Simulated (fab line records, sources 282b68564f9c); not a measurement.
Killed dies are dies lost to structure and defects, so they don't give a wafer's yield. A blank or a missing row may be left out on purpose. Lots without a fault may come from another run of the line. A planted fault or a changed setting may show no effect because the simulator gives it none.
Split-lot experiment | flow rit_cmos | 5 lots, 23 wafers read, on a route of 202 steps

THE SPLIT
At RIT_SPACER_CVD_03 (deposits Si3N4 from SiH2Cl2/NH3, target thk 250 nm, time 3300 s), the setting time_s was moved away from the recipe's 3300 s on 15 of the 23 wafers read, by -10.1% to +12.0%. The other wafers ran this setting at the recipe's value.

The file shows no step between the split and the reading.

THE READING
SPACER_NITRIDE_THK, in nm, at RIT_SPACER_THK_MEAS_04. Fault-free wafers of this fab line usually give 250.4 nm, standard deviation 1.2 nm.

wafer  | tool, chamber at the split | time_s as run, s | against the recipe | SPACER_NITRIDE_THK, nm | against lot-mates on the recipe
L077.1 | -, -                       | 3300             | recipe             | 250.4                  | -
L077.2 | -, -                       | 3300             | recipe             | 249.7                  | -
L077.3 | -, -                       | 3300             | recipe             | 250.5                  | -
L077.5 | -, -                       | 3300             | recipe             | 250.5                  | -
L077.6 | -, -                       | 3300             | recipe             | 252.8                  | -
L078.1 | -, -                       | 2966             | -10.1%             | 225.1                  | no lot-mate on the recipe
L078.2 | -, -                       | 2966             | -10.1%             | 226.3                  | no lot-mate on the recipe
L078.3 | -, -                       | 2966             | -10.1%             | 224.6                  | no lot-mate on the recipe
L078.4 | -, -                       | 2966             | -10.1%             | 225.3                  | no lot-mate on the recipe
L078.5 | -, -                       | 2966             | -10.1%             | 224.8                  | no lot-mate on the recipe
L079.1 | -, -                       | 3697             | +12.0%             | 279.4                  | no lot-mate on the recipe
L079.2 | -, -                       | 3697             | +12.0%             | 277.4                  | no lot-mate on the recipe
L079.3 | -, -                       | 3697             | +12.0%             | 279.1                  | no lot-mate on the recipe
L079.4 | -, -                       | 3697             | +12.0%             | 279.3                  | no lot-mate on the recipe
L079.5 | -, -                       | 3697             | +12.0%             | 279.8                  | no lot-mate on the recipe
L082.2 | -, -                       | 3652             | +10.7%             | 276.0                  | no lot-mate on the recipe
L082.3 | -, -                       | 3652             | +10.7%             | 277.4                  | no lot-mate on the recipe
L082.4 | -, -                       | 3652             | +10.7%             | 276.6                  | no lot-mate on the recipe
L082.5 | -, -                       | 3652             | +10.7%             | 275.0                  | no lot-mate on the recipe
L082.6 | -, -                       | 3652             | +10.7%             | 276.3                  | no lot-mate on the recipe
L084.1 | lpcvd-02, 0                | 3300             | recipe             | 247.8                  | -
L084.3 | lpcvd-02, 0                | 3300             | recipe             | 249.8                  | -
L084.5 | lpcvd-02, 0                | 3300             | recipe             | 249.8                  | -

THE FIT
A straight line over all 23 wafers: SPACER_NITRIDE_THK changes by +2.44 nm for each +1% of time_s; r = +1.00; the points scatter about the line by 1 nm.
Too few moved wafers have a lot-mate on the recipe to fit a line with each lot's own level taken away.

THE WHOLE CHAIN: every reading that the file lists as answering this split, in the file's order
step                   | what it does                                                             | reading                                                                        | change (the file's fit)              | r (the file's)
RIT_SPACER_CVD_03      | deposits Si3N4 from SiH2Cl2/NH3, target thk 250 nm, time 3300 s          | Si3N4_of_SPACER_CVD_03.thk_nm (the simulator's own value, which no gauge read) | +2.43 nm for each +1% of the setting | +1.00
RIT_SPACER_THK_MEAS_04 |                                                                          | SPACER_NITRIDE_THK                                                             | +2.43 for each +1% of the setting    | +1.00
RIT_SPACER_ETCHBACK_05 | etches Si3N4 in SF6/CHF3, stops on SiO2, target depth 250 nm, time 240 s | etch.depth_nm (the simulator's own value, which no gauge read)                 | +2.43 nm for each +1% of the setting | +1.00
RIT_SPACER_ETCHBACK_05 | etches Si3N4 in SF6/CHF3, stops on SiO2, target depth 250 nm, time 240 s | Si3N4_of_SPACER_CVD_03.thk_nm (the simulator's own value, which no gauge read) | +1.9 nm for each +1% of the setting  | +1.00

THE FILE'S OWN FIT
SPACER_NITRIDE_THK changes by +2.43 nm for each +1% of time_s, r = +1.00.
